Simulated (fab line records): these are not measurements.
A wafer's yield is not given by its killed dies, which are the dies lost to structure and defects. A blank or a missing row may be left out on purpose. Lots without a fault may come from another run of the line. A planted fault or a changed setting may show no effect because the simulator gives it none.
8D (eight disciplines) problem report, filled in by code    flow berkeley_cmos170    the parts of the form that need people (team, actions taken, sign-off) are left out

== 1. PROBLEM STATEMENT ==
Mean of heater_power_total_W at UCB170_NWELL_PEB_10: 53.12 W across 6 wafers in 2 lots; on wafers with no fault it is 56.80 W (standard deviation 0.048). That puts it -77 standard deviations away from the usual mean.
The first sign was on wafer L951.1 at day 6 01:01, on litho_track-03. The record has a number at this step for 18 wafers belonging to 6 lots. Rule for "out", or "out of limits": more than 4 standard deviations from the usual mean. All remaining wafers that have a number are taken as sound.

== 2. WHAT THIS IS AND IS NOT ==
question                     is                                  is not
which readings at this step  heater_power_total_W, plate_temp_C  -
which lots                   L951, L952                          L936, L945, L949, L954
which wafers of those lots   all that have a number              -
read on which tools          litho_track-03                      litho_track-04
when                         from day 6 01:01                    up to then (9 sound wafers); but 3 sound wafers of L954 came after

== 3. THE SUSPECTS, EACH WITH WHAT RULES IT OUT ==
Counting: a tool at a process step up to the reading stays a suspect if it ran every lot that is out and no sound lot after the first of them.
- litho_track-03 at UCB170_NWELL_PEB_10: kept. All lots that are out passed through it, beginning with L951 at day 6 01:01, and no sound lot followed; its final sound lot before that point was L945 at day 4 18:06. Its own heater_power_total_W, plate_temp_C readings are out on those wafers.
After counting, what remains is litho_track-03 at UCB170_NWELL_PEB_10.

== 4. THE CAUSE (what the simulator had put in) ==
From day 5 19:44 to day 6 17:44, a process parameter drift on litho_track-03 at UCB170_NWELL_PEB_10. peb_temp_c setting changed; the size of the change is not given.
After counting, this tool was the only one left.

== 5. THE CHAIN OF EFFECTS, in route order ==
One row per reading whose mean, taken over the struck wafers that have a number, lies over 3 standard deviations from the usual. Scope: only readings with a usual standard deviation given in the record; hours: median across lots of the time from each lot's start at the first step in this table that gives one to its start at this step; sigmas: change in usual standard deviations.
hours  step                 reading               usual     on struck wafers  change  sigmas
0      UCB170_NWELL_PEB_10  heater_power_total_W  56.80 W   53.12             -3.68   -77
0      UCB170_NWELL_PEB_10  plate_temp_C          130.02 C  123.57            -6.45   -46
The process steps in it:
- UCB170_NWELL_PEB_10
Later steps that measure or inspect, where all struck wafers having a row at the step show a number for every such reading and not one has moved that far: UCB170_NWELL_OVL_MEAS_12.

== 6. WHAT WOULD HAVE CAUGHT IT SOONER ==
In this record no reading fell out of limits until day 6 01:01, 5 hours after the fault had begun at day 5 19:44.
